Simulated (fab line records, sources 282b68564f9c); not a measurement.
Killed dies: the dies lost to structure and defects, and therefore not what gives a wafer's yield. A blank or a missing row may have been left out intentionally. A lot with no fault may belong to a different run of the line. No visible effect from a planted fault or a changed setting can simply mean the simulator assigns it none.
fab line records    flow ritCmos    part 1 of 2: steps 1 to 31 of 32
[record] lots = 5  wafers = 23
route steps=202 shown ACTIVE@7 NRETRO@54 PRETRO@65 GATE@91 NLDD@111 PSD@143 M1@202
startH: the number of hours between the record's first day and the start of the first shown wafer of the lot    waitH: hours since the lot's step before    " identical to the entry in the row above    L1.1+2: a single row standing in for several wafers    - no value present, or no start provided    * or withheld: withheld    < > ~ a bound
route shown NAME@n: names a module that has steps shown in the file, with the first one's number in the route    usual: mean and standard deviation over wafers with no fault    same: alike in all rows    chamber/n: place in a boat    sites: readings site by site    _std_site: how widely they spread, as a standard deviation    _edge_site: outer sites' mean less inner sites'    radiusMm: how far each site lies from the wafer's centre    mask NAME#n: copy n    behind: the most recent tool/chamber to have shaped the wafer    hold: why the lot was held/for how many hours/how that ended    device: transistor that didn't switch, given as n, p or np    end of line: at the end of the route, the tests of the same wafers    for a step that has no rows: nothing shown but its recipe    killed: not the wafer's yield, but the dies lost to structure and defects at the first sort    map: a wafer's dies, x killed, . not, _ none there
set.NAME: the run value of the setting; set.NAME@STEP: its run value at that earlier step    model.NAME: the simulator's own value behind a step, which no gauge read
lots with deliberately changed settings; one table per step, one row per wafer
[[steps]]
[step RIT_ACTIVE_COAT_06]
[recipe] resist = NOVOLAK  spinRpm = 3250  resistThkNm = 1000
lot.wafer  tool           chamber  startH  waitH  set.resistThkNm  model.NOVOLAK_of_ACTIVE_COAT_06.thkNm
L074.1     lithoTrack-01  0        13.74   0.1    952              955.6
L074.2     "              0        "       "      1000             1002
L074.3     "              0        "       "      952              954.6
L074.5     "              0        "       "      952              952.7
L074.6     "              0        "       "      1000             998.9
L075.1+2   lithoTrack-03  0        19.79   0.1    1000             1004
L075.4+5   "              0        "       "      1036             1040
L075.6     "              0        "       "      1000             1002
L076.1     lithoTrack-02  0        24.64   0.1    1000             1003
L076.2     "              0        "       "      981.3            986.2
L076.3     "              0        "       "      1000             1006
L076.4     "              0        "       "      981.3            988.6
L076.5     "              0        "       "      1000             1008
L082.2     lithoTrack-03  0        54.74   0.1    1000             999.3
L082.3     "              0        "       "      1000             1002
L082.4     "              0        "       "      1000             1001
L082.5     "              0        "       "      1050             1053
L082.6     "              0        "       "      1050             1051
L084.2     lithoTrack-03  0        64.30   0.1    1000             1003
L084.3     "              0        "       "      1000             997.8
L084.6     "              0        "       "      1000             999
[step RIT_ACTIVE_SOFTBAKE_07]
[recipe] resist = NOVOLAK  tempC = 90  timeS = 60
[step RIT_ACTIVE_EXPOSE_08]
[recipe] maskId = M1  na = 0.6  sourceShape = conventional  sigmaOuter = 0.6  targetCdNm = 1400  doseMj = 225
[step RIT_ACTIVE_PEB_09]
[recipe] resist = NOVOLAK  tempC = withheld  timeS = withheld
[step RIT_ACTIVE_DEVELOP_10]
[recipe] resist = NOVOLAK  developTimeS = 48.04  devTempC = 23
[step RIT_ACTIVE_CD_MEAS_11]
[recipe] targetCdNm = 1400
[usual] cdNm = 1400.0/2.2
lot.wafer  tool      chamber  startH  waitH  set.resistThkNm@ACTIVE_COAT_06  cdNm
L074.1     cdSem-01  -        14.56   -      952                             1397.0
L074.2     "         -        "       "      1000                            1400.8
L074.3     "         -        "       "      952                             1396.3
L074.5     "         -        "       "      952                             1397.1
L074.6     "         -        "       "      1000                            1403.4
L075.1     cdSem-02  -        20.61   -      1000                            1401.2
L075.2     "         -        "       "      1000                            1399.9
L075.4     "         -        "       "      1036                            1405.8
L075.5     "         -        "       "      1036                            1405.7
L075.6     "         -        "       "      1000                            1401.2
L076.1     cdSem-01  -        25.43   -      1000                            1397.0
L076.2     "         -        "       "      981.3                           1396.5
L076.3     "         -        "       "      1000                            1397.9
L076.4     "         -        "       "      981.3                           1395.9
L076.5     "         -        "       "      1000                            1397.6
L082.2     cdSem-02  -        55.43   -      1000                            1399.0
L082.3     "         -        "       "      1000                            1400.2
L082.4     "         -        "       "      1000                            1401.2
L082.5     "         -        "       "      1050                            1407.3
L082.6     "         -        "       "      1050                            1404.2
L084.2     cdSem-01  -        65.00   -      1000                            1400.2
L084.3     "         -        "       "      1000                            1400.3
L084.6     "         -        "       "      1000                            1400.3
[step RIT_ACTIVE_HARDBAKE_12]
[recipe] resist = NOVOLAK  tempC = 140  timeS = 60
lot.wafer  tool           chamber  startH  waitH  set.tempC  set.resistThkNm@ACTIVE_COAT_06  model.NOVOLAK_of_ACTIVE_COAT_06.thkNm
L074.1     lithoTrack-02  0        14.68   0.1    136.2      952                             850.6
L074.2     "              0        "       "      140        1000                            885.2
L074.3     "              0        "       "      140        952                             844.1
L074.5     "              0        "       "      136.2      952                             848.1
L074.6     "              0        "       "      140        1000                            882.9
L075.1     lithoTrack-01  0        20.73   0.1    140        1000                            887.2
L075.2     "              0        "       "      140        1000                            887
L075.4     "              0        "       "      140        1036                            918.5
L075.5     "              0        "       "      140        1036                            919.2
L075.6     "              0        "       "      140        1000                            885.7
L076.1     lithoTrack-02  0        25.55   0.1    140        1000                            886.5
L076.2     "              0        "       "      140        981.3                           871.7
L076.3     "              0        "       "      140        1000                            888.6
L076.4     "              0        "       "      140        981.3                           873.8
L076.5     "              0        "       "      140        1000                            891.2
L082.2     lithoTrack-01  0        55.56   0.1    140        1000                            883.1
L082.3     "              0        "       "      141.4      1000                            883.4
L082.4     "              0        "       "      141.4      1000                            882.5
L082.5     "              0        "       "      141.4      1050                            928.4
L082.6     "              0        "       "      140        1050                            928.3
L084.2     lithoTrack-02  0        65.12   0.1    140        1000                            886.2
L084.3     "              0        "       "      140        1000                            881.9
L084.6     "              0        "       "      140        1000                            882.9
[step RIT_ACTIVE_ETCH_13]
[recipe] stopOn = SiO2  chemistry = SF6  target = Si3N4  timeS = 210  overEtchFrac = 0.4  SF6_flow_sccm = 200  pressureMtorr = 260  rfW = 125  targetDepthA = 2100
lot.wafer  tool        chamber  startH  waitH  set.resistThkNm@ACTIVE_COAT_06  model.NOVOLAK_of_ACTIVE_COAT_06.thkNm
L074.1     rieDiel-04  2        14.83   0.1    952                             627
L074.2     "           1        "       "      1000                            655.8
L074.3     "           0        "       "      952                             620.3
L074.5     "           2        "       "      952                             624.9
L074.6     "           3        "       "      1000                            659.1
L075.1     rieDiel-04  2        20.88   0.1    1000                            664.8
L075.2     "           0        "       "      1000                            662.3
L075.4     "           3        "       "      1036                            696.4
L075.5     "           1        "       "      1036                            690
L075.6     "           0        "       "      1000                            663.7
L076.1     rieDiel-04  3        25.70   0.1    1000                            665.4
L076.2     "           0        "       "      981.3                           648.5
L076.3     "           1        "       "      1000                            660.3
L076.4     "           2        "       "      981.3                           652.5
L076.5     "           2        "       "      1000                            668
L082.2     rieDiel-04  2        55.68   0.1    1000                            657.5
L082.3     "           3        "       "      1000                            659.5
L082.4     "           1        "       "      1000                            652.6
L082.5     "           3        "       "      1050                            705.6
L082.6     "           2        "       "      1050                            703.4
L084.2     rieDiel-04  2        65.25   0.1    1000                            660.5
L084.3     "           3        "       "      1000                            662.1
L084.6     "           3        "       "      1000                            660.3
[step RIT_ACTIVE_STRIP_14]
[recipe] chemistry = O2  timeS = 180  resist = NOVOLAK  platenTempC = withheld  powerW = 500  pressureMtorr = 4000  o2FlowSccm = 4000
lot.wafer       tool            chamber    startH  waitH  set.pressureMtorr
L074.1+2+3+5+6  plasmaAsher-01  1,0,0,0,1  14.97   0.1    3455
L075.1+2+4+5+6  plasmaAsher-02  0,1,1,0,1  21.01   0.1    4289
L076.1+2+3+4+5  plasmaAsher-01  1,0,0,1,1  25.83   0.1    4288
L082.2+3+4+5+6  plasmaAsher-01  0,0,1,0,1  55.81   0.1    3487
L084.2+3+6      plasmaAsher-02  0          65.38   0.1    4000
[step RIT_ACTIVE_CD_MEAS_90]
[recipe] targetCdNm = 1400
[usual] cdNm = 1400.0/2.3
lot.wafer  tool      chamber  startH  waitH  set.resistThkNm@ACTIVE_COAT_06  cdNm
L074.1     cdSem-02  -        15.14   0.1    952                             1397.5
L074.2     "         -        "       "      1000                            1400.5
L074.3     "         -        "       "      952                             1396.5
L074.5     "         -        "       "      952                             1397.0
L074.6     "         -        "       "      1000                            1403.6
L075.1     cdSem-01  -        21.19   0.1    1000                            1401.4
L075.2     "         -        "       "      1000                            1399.7
L075.4     "         -        "       "      1036                            1406.6
L075.5     "         -        "       "      1036                            1405.9
L075.6     "         -        "       "      1000                            1401.1
L076.1     cdSem-02  -        26.01   0.1    1000                            1396.7
L076.2     "         -        "       "      981.3                           1396.9
L076.3     "         -        "       "      1000                            1397.5
L076.4     "         -        "       "      981.3                           1395.7
L076.5     "         -        "       "      1000                            1397.3
L082.2     cdSem-01  -        56.01   0.1    1000                            1399.4
L082.3     "         -        "       "      1000                            1400.4
L082.4     "         -        "       "      1000                            1401.1
L082.5     "         -        "       "      1050                            1407.3
L082.6     "         -        "       "      1050                            1404.6
L084.2     cdSem-01  -        65.58   0.1    1000                            1400.7
L084.3     "         -        "       "      1000                            1400.4
L084.6     "         -        "       "      1000                            1400.6
[step RIT_NRETRO_COAT_01]
[recipe] resist = NOVOLAK  spinRpm = 2000  resistThkNm = 1300
lot.wafer  tool           chamber  startH  waitH  set.spinRpm  model.NOVOLAK_of_NRETRO_COAT_01.thkNm
L074.1     lithoTrack-03  0        30.66   0.1    2000         1298
L074.2     "              0        "       "      2000         1300
L074.3     "              0        "       "      2133         1255
L074.5     "              0        "       "      2133         1254
L074.6     "              0        "       "      2000         1295
L075.1     lithoTrack-04  0        36.82   0.1    1868         1343
L075.2     "              0        "       "      2000         1297
L075.4     "              0        "       "      2000         1301
L075.5     "              0        "       "      1868         1341
L075.6     "              0        "       "      1868         1346
L076.1     lithoTrack-03  0        38.95   0.1    2000         1304
L076.2     "              0        "       "      1933         1326
L076.3     "              0        "       "      1933         1330
L076.4     "              0        "       "      2000         1306
L076.5     "              0        "       "      1933         1328
L082.2     lithoTrack-01  0        74.28   0.1    2000         1301
L082.3     "              0        "       "      2053         1282
L082.4     "              0        "       "      2000         1302
L082.5     "              0        "       "      2053         1289
L082.6     "              0        "       "      2053         1288
L084.2     lithoTrack-03  0        80.10   0.1    2000         1300
L084.3     "              0        "       "      2000         1302
L084.6     "              0        "       "      2000         1303
[step RIT_NRETRO_SOFTBAKE_02]
[recipe] resist = NOVOLAK  tempC = 90  timeS = 60
[step RIT_NRETRO_EXPOSE_03]
[recipe] maskId = M4  na = 0.57  targetCdNm = 43900  doseMj = 250
[step RIT_NRETRO_DEVELOP_05]
[recipe] resist = NOVOLAK  developTimeS = 68  devTempC = 23
[step RIT_NRETRO_HARDBAKE_07]
[recipe] resist = NOVOLAK  tempC = 140  timeS = 120
lot.wafer  tool           chamber  startH  waitH  set.spinRpm@NRETRO_COAT_01  model.NOVOLAK_of_NRETRO_COAT_01.thkNm
L074.1     lithoTrack-03  0        31.42   0.0    2000                        1135
L074.2     "              0        "       "      2000                        1136
L074.3     "              0        "       "      2133                        1098
L074.5     "              0        "       "      2133                        1097
L074.6     "              0        "       "      2000                        1132
L075.1     lithoTrack-04  0        37.58   0.0    1868                        1174
L075.2     "              0        "       "      2000                        1135
L075.4     "              0        "       "      2000                        1138
L075.5     "              0        "       "      1868                        1172
L075.6     "              0        "       "      1868                        1176
L076.1     lithoTrack-03  0        39.74   0.0    2000                        1140
L076.2     "              0        "       "      1933                        1159
L076.3     "              0        "       "      1933                        1163
L076.4     "              0        "       "      2000                        1142
L076.5     "              0        "       "      1933                        1161
L082.2     lithoTrack-01  0        75.06   0.1    2000                        1138
L082.3     "              0        "       "      2053                        1121
L082.4     "              0        "       "      2000                        1139
L082.5     "              0        "       "      2053                        1128
L082.6     "              0        "       "      2053                        1126
L084.2     lithoTrack-03  0        81.04   0.1    2000                        1137
L084.3     "              0        "       "      2000                        1139
L084.6     "              0        "       "      2000                        1140
[step RIT_NRETRO_IMPLANT_08]
[recipe] species = P  energyKev = 70  doseCm2 = 1e+13  tiltDeg = 7
lot.wafer   tool          chamber  startH  waitH  set.doseCm2
L074.1+2+5  implanter-01  0        31.67   0.2    1e+13
L074.3+6    "             0        "       "      9.309e+12
L075.1+2+5  implanter-03  0        37.83   0.2    1e+13
L075.4+6    "             0        "       "      9.679e+12
L076.1+4+5  implanter-03  0        39.99   0.2    1.059e+13
L076.2+3    "             0        "       "      1e+13
L082.2+4+6  implanter-04  0        75.30   0.2    1e+13
L082.3+5    "             0        "       "      1.058e+13
L084.2+3+6  implanter-01  0        81.27   0.2    1e+13
[step RIT_NRETRO_STRIP_09]
[recipe] chemistry = O2  timeS = 180  resist = NOVOLAK  platenTempC = withheld  powerW = 500  pressureMtorr = 4000  o2FlowSccm = 4000
[step RIT_NRETRO_TW_MEAS_10]
[usual] NRETRO_TW = 1046/4.8
lot.wafer  tool          chamber  startH  waitH  set.doseCm2@NRETRO_IMPLANT_08  NRETRO_TW
L074.1     filmMetro-03  -        32.00   0.1    1e+13                          1052
L074.2     "             -        "       "      1e+13                          1048
L074.3     "             -        "       "      9.309e+12                      1025
L074.5     "             -        "       "      1e+13                          1052
L074.6     "             -        "       "      9.309e+12                      1025
L075.1     filmMetro-03  -        38.16   0.1    1e+13                          1049
L075.2     "             -        "       "      1e+13                          1047
L075.4     "             -        "       "      9.679e+12                      1030
L075.5     "             -        "       "      1e+13                          1050
L075.6     "             -        "       "      9.679e+12                      1037
L076.1     filmMetro-04  -        40.31   0.1    1.059e+13                      1060
L076.2     "             -        "       "      1e+13                          1045
L076.3     "             -        "       "      1e+13                          1036
L076.4     "             -        "       "      1.059e+13                      1063
L076.5     "             -        "       "      1.059e+13                      1059
L082.2     filmMetro-02  -        75.61   0.1    1e+13                          1043
L082.3     "             -        "       "      1.058e+13                      1061
L082.4     "             -        "       "      1e+13                          1047
L082.5     "             -        "       "      1.058e+13                      1066
L082.6     "             -        "       "      1e+13                          1042
L084.2     filmMetro-02  -        81.58   0.1    1e+13                          1050
L084.3     "             -        "       "      1e+13                          1044
L084.6     "             -        "       "      1e+13                          1047
[step RIT_PRETRO_COAT_01]
[recipe] resist = NOVOLAK  spinRpm = 2000  resistThkNm = 1300
lot.wafer  tool           chamber  startH  waitH  set.resistThkNm  model.NOVOLAK_of_PRETRO_COAT_01.thkNm
L074.1     lithoTrack-01  0        32.21   0.1    1300             1301
L074.2     "              0        "       "      1228             1228
L074.3     "              0        "       "      1300             1295
L074.5     "              0        "       "      1228             1229
L074.6     "              0        "       "      1300             1298
L075.1     lithoTrack-02  0        38.37   0.1    1300             1305
L075.2     "              0        "       "      1321             1322
L075.4     "              0        "       "      1300             1304
L075.5     "              0        "       "      1321             1326
L075.6     "              0        "       "      1300             1300
L076.1     lithoTrack-02  0        40.52   0.1    1340             1339
L076.2     "              0        "       "      1300             1302
L076.3+5   "              0        "       "      1340             1340
L076.4     "              0        "       "      1300             1303
L082.2     lithoTrack-01  0        75.83   0.1    1251             1251
L082.3     "              0        "       "      1251             1249
L082.4     "              0        "       "      1251             1248
L082.5     "              0        "       "      1300             1299
L082.6     "              0        "       "      1300             1297
L084.2+3   lithoTrack-01  0        81.83   0.1    1300             1303
L084.6     "              0        "       "      1300             1304
[step RIT_PRETRO_SOFTBAKE_02]
[recipe] resist = NOVOLAK  tempC = 90  timeS = 60
[step RIT_PRETRO_EXPOSE_03]
[recipe] maskId = M5  na = 0.57  targetCdNm = 43700  doseMj = 250
[step RIT_PRETRO_DEVELOP_05]
[recipe] resist = NOVOLAK  developTimeS = 67.14  devTempC = 23
[step RIT_PRETRO_HARDBAKE_07]
[recipe] resist = NOVOLAK  tempC = 140  timeS = 120
lot.wafer   tool           chamber  startH  waitH  set.resistThkNm@PRETRO_COAT_01  model.NOVOLAK_of_PRETRO_COAT_01.thkNm
L074.1      lithoTrack-03  0        32.97   0.0    1300                            1138
L074.2      "              0        "       "      1228                            1074
L074.3      "              0        "       "      1300                            1133
L074.5      "              0        "       "      1228                            1076
L074.6      "              0        "       "      1300                            1135
L075.1      lithoTrack-03  0        39.26   0.0    1300                            1141
L075.2      "              0        "       "      1321                            1156
L075.4      "              0        "       "      1300                            1140
L075.5      "              0        "       "      1321                            1159
L075.6      "              0        "       "      1300                            1137
L076.1      lithoTrack-01  0        41.29   0.0    1340                            1170
L076.2+4    "              0        "       "      1300                            1139
L076.3+5    "              0        "       "      1340                            1172
L082.2      lithoTrack-03  0        76.61   0.1    1251                            1095
L082.3      "              0        "       "      1251                            1093
L082.4      "              0        "       "      1251                            1092
L082.5      "              0        "       "      1300                            1136
L082.6      "              0        "       "      1300                            1134
L084.2+3+6  lithoTrack-01  0        82.64   0.1    1300                            1140
[step RIT_PRETRO_IMPLANT_08]
[recipe] species = B  energyKev = 45  doseCm2 = 1.2e+13  tiltDeg = 7
lot.wafer       tool          chamber  startH  waitH  set.energyKev  model.implant.rpNm  model.implant.drpNm
L074.1+6        implanter-01  0        33.22   0.2    43.66          140.3               54.09
L074.2+3+5      "             0        "       "      45             144.3               55.07
L075.1+5        implanter-02  0        39.51   0.2    45             142.2               55.07
L075.2+4+6      "             0        "       "      46.96          148                 56.47
L076.1+2+3+4+5  implanter-01  0        41.54   0.2    45             145.6               55.07
L082.2+3+4+5+6  implanter-02  0        76.85   0.2    45             150.3               55.07
L084.2+3+6      implanter-04  0        82.88   0.2    45             143.6               55.07
[step RIT_GATE_DEVELOP_15]
[recipe] resist = NOVOLAK  developTimeS = 50  devTempC = 23
lot.wafer       tool           chamber  startH  waitH  set.devTempC
L074.1+2+3+5+6  lithoTrack-04  0        -       -      23
L075.1+4        lithoTrack-02  0        -       -      23
L075.2+5+6      "              0        "       "      25.06
L076.1+2+3      lithoTrack-02  0        -       -      19.42
L076.4+5        "              0        "       "      23
L082.2+5+6      lithoTrack-02  0        -       -      24.41
L082.3+4        "              0        "       "      23
L084.2+3+6      lithoTrack-01  0        -       -      23
[step RIT_NLDD_IMPLANT_08]
[recipe] species = P  energyKev = 20  doseCm2 = 5e+14  tiltDeg = 7
lot.wafer       tool          chamber  startH  waitH  set.energyKev  model.implant.rpNm  model.implant.drpNm
L074.1+2+5      implanter-04  0        45.86   0.1    20.87          28.02               13.31
L074.3+6        "             0        "       "      20             27.23               12.97
L075.1+2+4      implanter-02  0        52.98   0.1    20.83          28.25               13.29
L075.5+6        "             0        "       "      20             27.49               12.97
L076.1+2        implanter-04  0        56.67   0.1    20             27.5                12.97
L076.3+4+5      "             0        "       "      20.74          28.18               13.26
L082.2+3+4+5+6  implanter-02  0        88.20   0.1    20             28.25               12.97
L084.2+3+6      implanter-02  0        95.87   0.1    20             27.82               12.97
[step RIT_PSD_COAT_01]
[recipe] resist = NOVOLAK  spinRpm = 3250  resistThkNm = 1000
lot.wafer  tool           chamber  startH  waitH  set.resistThkNm  model.NOVOLAK_of_PSD_COAT_01.thkNm
L074.1     lithoTrack-02  0        52.95   0.1    1026             1026
L074.2     "              0        "       "      1026             1027
L074.3     "              0        "       "      1026             1024
L074.5     "              0        "       "      1000             999.6
L074.6     "              0        "       "      1000             1001
L075.1     lithoTrack-01  0        58.99   0.1    1033             1031
L075.2     "              0        "       "      1000             1001
L075.4+5   "              0        "       "      1000             998.3
L075.6     "              0        "       "      1033             1029
L076.1     lithoTrack-04  0        62.73   0.1    1000             1002
L076.2     "              0        "       "      1027             1027
L076.3     "              0        "       "      1000             1003
L076.4     "              0        "       "      1000             1000
L076.5     "              0        "       "      1027             1030
L082.2+6   lithoTrack-04  0        95.42   0.1    1000             1001
L082.3+4   "              0        "       "      1053             1055
L082.5     "              0        "       "      1000             1000
L084.2     lithoTrack-04  0        104.16  0.1    1000             1000
L084.3     "              0        "       "      1000             998.5
L084.6     "              0        "       "      1000             995.4
[step RIT_PSD_SOFTBAKE_02]
[recipe] resist = NOVOLAK  tempC = 90  timeS = 60
[step RIT_PSD_EXPOSE_03]
[recipe] maskId = M10  na = 0.57  targetCdNm = 40900  doseMj = 250
[step RIT_PSD_DEVELOP_05]
[recipe] resist = NOVOLAK  developTimeS = 50  devTempC = 23
[step RIT_PSD_HARDBAKE_07]
[recipe] resist = NOVOLAK  tempC = 140  timeS = 60
lot.wafer  tool           chamber  startH  waitH  set.resistThkNm@PSD_COAT_01  model.NOVOLAK_of_PSD_COAT_01.thkNm
L074.1     lithoTrack-04  0        53.69   0.0    1026                         906.7
L074.2     "              0        "       "      1026                         907.7
L074.3     "              0        "       "      1026                         904.7
L074.5     "              0        "       "      1000                         883.5
L074.6     "              0        "       "      1000                         884.6
L075.1     lithoTrack-01  0        59.73   0.0    1033                         910.8
L075.2     "              0        "       "      1000                         884.6
L075.4     "              0        "       "      1000                         882.3
L075.5     "              0        "       "      1000                         882.2
L075.6     "              0        "       "      1033                         909.3
L076.1     lithoTrack-04  0        63.47   0.0    1000                         885.4
L076.2     "              0        "       "      1027                         907.7
L076.3     "              0        "       "      1000                         886.4
L076.4     "              0        "       "      1000                         883.9
L076.5     "              0        "       "      1027                         909.8
L082.2     lithoTrack-04  0        96.28   0.0    1000                         884.4
L082.3+4   "              0        "       "      1053                         931.8
L082.5     "              0        "       "      1000                         884.1
L082.6     "              0        "       "      1000                         884.9
L084.2     lithoTrack-01  0        105.01  0.2    1000                         884
L084.3     "              0        "       "      1000                         882.5
L084.6     "              0        "       "      1000                         879.8
[[key]]
[split] step = RIT_ACTIVE_COAT_06  setting = resistThkNm  stated = 1000  by = wafer
[response] step = RIT_ACTIVE_COAT_06  reading = model.NOVOLAK_of_ACTIVE_COAT_06.thkNm  change = +10  per = 1%  r = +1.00
[response] step = RIT_ACTIVE_CD_MEAS_11  reading = cdNm  change = +1.14  per = 1%  r = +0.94
[response] step = RIT_ACTIVE_HARDBAKE_12  reading = model.NOVOLAK_of_ACTIVE_COAT_06.thkNm  change = +8.49  per = 1%  r = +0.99
[response] step = RIT_ACTIVE_ETCH_13  reading = model.NOVOLAK_of_ACTIVE_COAT_06.thkNm  change = +8.26  per = 1%  r = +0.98
[response] step = RIT_ACTIVE_CD_MEAS_90  reading = cdNm  change = +1.14  per = 1%  r = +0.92
[split] step = RIT_ACTIVE_HARDBAKE_12  setting = tempC  stated = 140  by = wafer
response none clear
[split] step = RIT_ACTIVE_STRIP_14  setting = pressureMtorr  stated = 4000  by = lot
response none clear
[split] step = RIT_NRETRO_COAT_01  setting = spinRpm  stated = 2000  by = wafer
[response] step = RIT_NRETRO_COAT_01  reading = model.NOVOLAK_of_NRETRO_COAT_01.thkNm  change = -6.59  per = 1%  r = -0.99
[response] step = RIT_NRETRO_HARDBAKE_07  reading = model.NOVOLAK_of_NRETRO_COAT_01.thkNm  change = -5.68  per = 1%  r = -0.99
[split] step = RIT_NRETRO_IMPLANT_08  setting = doseCm2  stated = 1e+13  by = wafer
[response] step = RIT_NRETRO_TW_MEAS_10  reading = NRETRO_TW  change = +3.64  per = 1%  r = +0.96
[split] step = RIT_PRETRO_COAT_01  setting = resistThkNm  stated = 1300  by = wafer
[response] step = RIT_PRETRO_COAT_01  reading = model.NOVOLAK_of_PRETRO_COAT_01.thkNm  change = +12.6  per = 1%  r = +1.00
[response] step = RIT_PRETRO_HARDBAKE_07  reading = model.NOVOLAK_of_PRETRO_COAT_01.thkNm  change = +10.9  per = 1%  r = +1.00
[split] step = RIT_PRETRO_IMPLANT_08  setting = energyKev  stated = 45  by = wafer
[response] step = RIT_PRETRO_IMPLANT_08  reading = model.implant.rpNm  change = +1.35  per = 1%  r = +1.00
[response] step = RIT_PRETRO_IMPLANT_08  reading = model.implant.drpNm  change = +0.325  per = 1%  r = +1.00
[split] step = RIT_GATE_DEVELOP_15  setting = devTempC  stated = 23  by = wafer
[response] step = RIT_M1_PROBE_99  reading = model.etest.pmos_0p3.rOnOhmUm  change = +32.2  per = 1%  r = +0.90
[response] step = RIT_M1_PROBE_99  reading = model.etest.pmos_0p15.rOnOhmUm  change = +33.3  per = 1%  r = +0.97
[response] step = RIT_M1_PROBE_99  reading = model.etest.pmosTurned.rOnOhmUm  change = +33.6  per = 1%  r = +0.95
[response] step = RIT_M1_PROBE_99  reading = model.etest.nmos_0p15.driveUaUm  change = -6.7  per = 1%  r = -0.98
[response] step = RIT_M1_PROBE_99  reading = model.etest.nmosTurned.driveUaUm  change = -3.93  per = 1%  r = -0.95
[response] step = RIT_M1_PROBE_99  reading = model.etest.pmos_0p15.driveUaUm  change = -4.57  per = 1%  r = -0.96
[response] step = RIT_M1_PROBE_99  reading = model.etest.npolyLine.lineOhmUm  change = -2.99  per = 1%  r = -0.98
[split] step = RIT_NLDD_IMPLANT_08  setting = energyKev  stated = 20  by = wafer
[response] step = RIT_NLDD_IMPLANT_08  reading = model.implant.rpNm  change = +0.184  per = 1%  r = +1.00
[response] step = RIT_NLDD_IMPLANT_08  reading = model.implant.drpNm  change = +0.0776  per = 1%  r = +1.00
[split] step = RIT_PSD_COAT_01  setting = resistThkNm  stated = 1000  by = wafer
[response] step = RIT_PSD_COAT_01  reading = model.NOVOLAK_of_PSD_COAT_01.thkNm  change = +9.94  per = 1%  r = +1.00
[response] step = RIT_PSD_HARDBAKE_07  reading = model.NOVOLAK_of_PSD_COAT_01.thkNm  change = +8.7  per = 1%  r = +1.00
